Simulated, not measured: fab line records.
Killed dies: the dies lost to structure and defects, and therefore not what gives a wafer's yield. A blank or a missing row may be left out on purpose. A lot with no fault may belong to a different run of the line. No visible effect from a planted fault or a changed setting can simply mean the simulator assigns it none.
The same fault as seen by 2 desks -- flow berkeleyCmos170 -- numbers are kept per desk, each desk with only its own; the story behind them comes last

## DESK OF THE TOOL OWNER: pecvd-02
The tool's own readings at UCB170_V1_CVD_00 (deposits SiO2 from TEOS/O2, target thk 2000 nm, time 250 s): means of the sampled wafers that have a number, for each lot that ran on this tool. If a lot's mean is further than 4 standard deviations from the usual mean, the lot is out of limits and carries the mark OUT (the distance appears in the brackets).
Columns: A = heaterPowerW at UCB170_V1_CVD_00, usual 249 W; B = pressureMtorr at UCB170_V1_CVD_00, usual 9001 mTorr; C = runLengthS at UCB170_V1_CVD_00, usual 277.8 s
lot,first seen here,A,B,C
L730,day 8 18:04,243,8996,277.8
L731,day 8 19:24,222,8988,277.5
L728,day 8 20:49,224,9002,277.6
L740,day 10 04:01,230,8996,254.2 (-39) OUT
This desk's verdict: out of limits on L740, starting with L740 at day 10 04:01 (runLengthS at UCB170_V1_CVD_00). Within limits: L730, L731, L728.

## METROLOGY DESK
What the gauges read, lot by lot, whatever tool the lot ran on: means of the sampled wafers that have a number. If a lot's mean is further than 4 standard deviations from the usual mean, the lot is out of limits and carries the mark OUT (the distance appears in the brackets).
Columns: A = V1_TEOS_THK at UCB170_V1_THK_MEAS_01, usual 2007 nm
lot,first seen here,A
L727,day 7 22:14,2011
L730,day 8 18:14,2017
L731,day 8 19:34,2006
L732,day 8 19:34,2028
L729,day 8 19:34,2008
L728,day 8 20:55,2013
L735,day 9 19:07,1989
L740,day 10 04:14,1798 (-10) OUT
L742,day 10 22:32,2008
L743,day 11 13:04,2020
L746,day 12 08:11,2033
L748,day 12 19:08,1996
L749,day 12 19:08,2007
This desk reports L740 out of limits; the earliest was L740 at day 10 04:14 (V1_TEOS_THK at UCB170_V1_THK_MEAS_01). Within limits: L727, L730, L731, L732, L729, L728, L735, L742, L743, L746, L748, L749.

## BROUGHT TOGETHER
The tool owner's desk had the chance to raise an alarm at day 10 04:01 on L740.
On L740, the metrology desk was in a position to raise an alarm at day 10 04:14.
Of the lots named, all ran UCB170_V1_CVD_00 on pecvd-02.

## WHAT THE SIMULATOR HAD PUT IN
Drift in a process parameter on pecvd-02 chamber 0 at UCB170_V1_CVD_00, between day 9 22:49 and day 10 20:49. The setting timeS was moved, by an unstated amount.
Lots struck among those shown: L740.
Counting hours from when the fault started, the first reading out of limits came at 5 for the tool owner's desk and at 5 for the metrology desk.
